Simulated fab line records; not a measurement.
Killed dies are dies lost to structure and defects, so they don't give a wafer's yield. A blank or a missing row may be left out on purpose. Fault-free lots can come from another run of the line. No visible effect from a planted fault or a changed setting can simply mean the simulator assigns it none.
Matching of chambers + flow berkeley cmos170 + 3 sister chambers for UCB170_NLDD_CLEAN_12 on wet bench-03
The step cleans in SPM, time 600 s. 16 wafers are shown with their chamber, then 2 later ones without.

WAFERS, EACH WITH ITS CHAMBER
| wafer  | chamber | bath heat duty pct (%) | bath guard temp C (C) |
|--------|---------|------------------------|-----------------------|
| L262.1 | 2       | 16.3                   | 120.1                 |
| L262.2 | 2       | 17.0                   | 119.5                 |
| L262.6 | 2       | 16.2                   | 119.4                 |
| L266.2 | 3       | 14.9                   | 120.1                 |
| L266.4 | 3       | 12.7                   | 120.7                 |
| L266.6 | 3       | 13.5                   | 120.8                 |
| L265.3 | 3       | 14.3                   | 120.6                 |
| L265.5 | 3       | 15.8                   | 120.3                 |
| L265.6 | 3       | 14.2                   | 120.4                 |
| L270.2 | 3       | 15.4                   | 120.5                 |
| L270.4 | 3       | 14.3                   | 120.4                 |
| L270.5 | 3       | 14.2                   | 120.2                 |
| L274.1 | 1       | 8.1                    | 120.2                 |
| L274.3 | 1       | 11.5                   | 120.2                 |
| L274.4 | 1       | 9.8                    | 120.3                 |
| L275.1 | 1       | 9.9                    | 120.3                 |

SIGNATURES (averages over the wafers above)
| reading            | chamber 1 | chamber 2 | chamber 3 | scatter within a chamber |
|--------------------|-----------|-----------|-----------|--------------------------|
| bath heat duty pct | 9.825     | 16.500    | 14.367    | 1.01                     |
| bath guard temp C  | 120.250   | 119.667   | 120.444   | 0.235                    |
Rule: a wafer's distance from a chamber is the root of the sum, over the readings, of the square of ((its reading less the chamber's mean) divided by the reading's scatter). The wafer belongs to the nearest chamber; if the next one is less than 2 further off, it can't be placed. The scatter: take each reading less its chamber's mean, square it, sum over the shown wafers, divide by the number of wafers less the number of chambers, and take the root.

WAFERS WITHOUT THEIR CHAMBER
| wafer  | bath heat duty pct (%) | bath guard temp C (C) |
|--------|------------------------|-----------------------|
| L275.2 | 9.7                    | 120.4                 |
| L275.5 | 9.2                    | 120.1                 |

WHICH CHAMBER EACH WENT THROUGH
| wafer  | from the rows above | in truth |
|--------|---------------------|----------|
| L275.2 | 1                   | 1        |
| L275.5 | 1                   | 1        |
2 of 2 placed correctly. Left unplaced by these rows: 0. Placed wrongly: 0.
